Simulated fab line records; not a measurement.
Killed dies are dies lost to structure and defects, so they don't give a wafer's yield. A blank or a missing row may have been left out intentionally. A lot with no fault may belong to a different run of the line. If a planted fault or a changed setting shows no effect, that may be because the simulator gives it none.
Lot-split experiment ; flow berkeley-cmos170 ; 5 lots, 23 wafers read, on a route of 331 steps

THE SPLIT
At UCB170_PFIELD_IMPLANT_07, the setting dose-cm2 was moved away from the recipe's 2e+13 on 9 of the 23 wafers read, by -7.1% to -3.1%. The other wafers ran this setting at the recipe's value.

FROM THE SPLIT ON TO THE READING: in between, the file shows 1 step
- UCB170_PFIELD_STRIP_08: strips in O2

THE READING
PFIELD_TW, at UCB170_PFIELD_TW_MEAS_09. Typical for fault-free wafers on this fab line: 605, with standard deviation 5.5.

wafer;tool, chamber at the split;dose-cm2 as run;against the recipe;PFIELD_TW;against lot-mates on the recipe
L074.1;implanter-02, 0;2e+13;recipe;605;-
L074.2;implanter-02, 0;2e+13;recipe;606;-
L074.3;implanter-02, 0;1.925e+13;-3.7%;598;-8
L074.4;implanter-02, 0;2e+13;recipe;606;-
L074.5;implanter-02, 0;1.925e+13;-3.7%;601;-5
L076.1;implanter-04, 0;2e+13;recipe;597;-
L076.2;implanter-04, 0;2e+13;recipe;597;-
L076.3;implanter-04, 0;1.937e+13;-3.1%;593;-4
L076.5;implanter-04, 0;2e+13;recipe;598;-
L076.6;implanter-04, 0;1.937e+13;-3.1%;594;-3
L079.1;implanter-03, 0;1.858e+13;-7.1%;597;-16
L079.2;implanter-03, 0;2e+13;recipe;615;-
L079.3;implanter-03, 0;1.858e+13;-7.1%;597;-16
L079.5;implanter-03, 0;2e+13;recipe;612;-
L079.6;implanter-03, 0;1.858e+13;-7.1%;597;-16
L082.2;implanter-03, 0;1.933e+13;-3.3%;604;-8
L082.3;implanter-03, 0;2e+13;recipe;613;-
L082.4;implanter-03, 0;2e+13;recipe;612;-
L082.5;implanter-03, 0;1.933e+13;-3.3%;602;-10
L082.6;implanter-03, 0;2e+13;recipe;611;-
L083.3;implanter-02, 0;2e+13;recipe;606;-
L083.5;implanter-02, 0;2e+13;recipe;608;-
L083.6;implanter-02, 0;2e+13;recipe;610;-

FIT RESULTS
A straight line over all 23 wafers: PFIELD_TW changes by +1.59 for each +1% of dose-cm2; r = +0.61; the points scatter about the line by 5.4.
The same after taking each lot's own level away (the mean of its wafers on the recipe; 23 wafers): +2.22 for each +1%; r = +0.96; scatter 1.7.
That fit puts the effect of the largest move of dose-cm2 on the reading at 16.
Across the lots, their own levels run from 597.3 to 613.5, a range of 2.9 times the standard deviation given above.
So the lot-to-lot level blurs the effect unless lot-mates are compared.
Check: -15.2 against its lot-mates is what the line predicts for one of the wafers moved furthest among these (-7.1%) when that wafer is left out of the fit. Against them it came out at -16.5.

OTHER SPLITS ON THESE WAFERS
Other splits were also applied to these wafers ahead of the reading. Each is held against what the fit with the lots' levels taken away leaves over:
other split on the same wafers;wafers away from the commonest value;r with PFIELD_TW (lot level and that fit taken away)
UCB170_NWELL_IMPLANT_14 energy-kev;5;-0.24
UCB170_PWELL_CVD_05 sih2cl2-flow-sccm;18;+0.30
UCB170_PWELL_IMPLANT_15 dose-cm2;8;+0.24
UCB170_ACTIVE_OXIDATION_02 temp-c;18;-0.08
UCB170_ACTIVE_EXPOSE_10 dose-mj;4;-0.05
UCB170_ACTIVE_ETCH_15 time-s;7;-0.10

FILE'S OWN FIT
PFIELD_TW changes by +2.11 for each +1% of dose-cm2, r = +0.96.
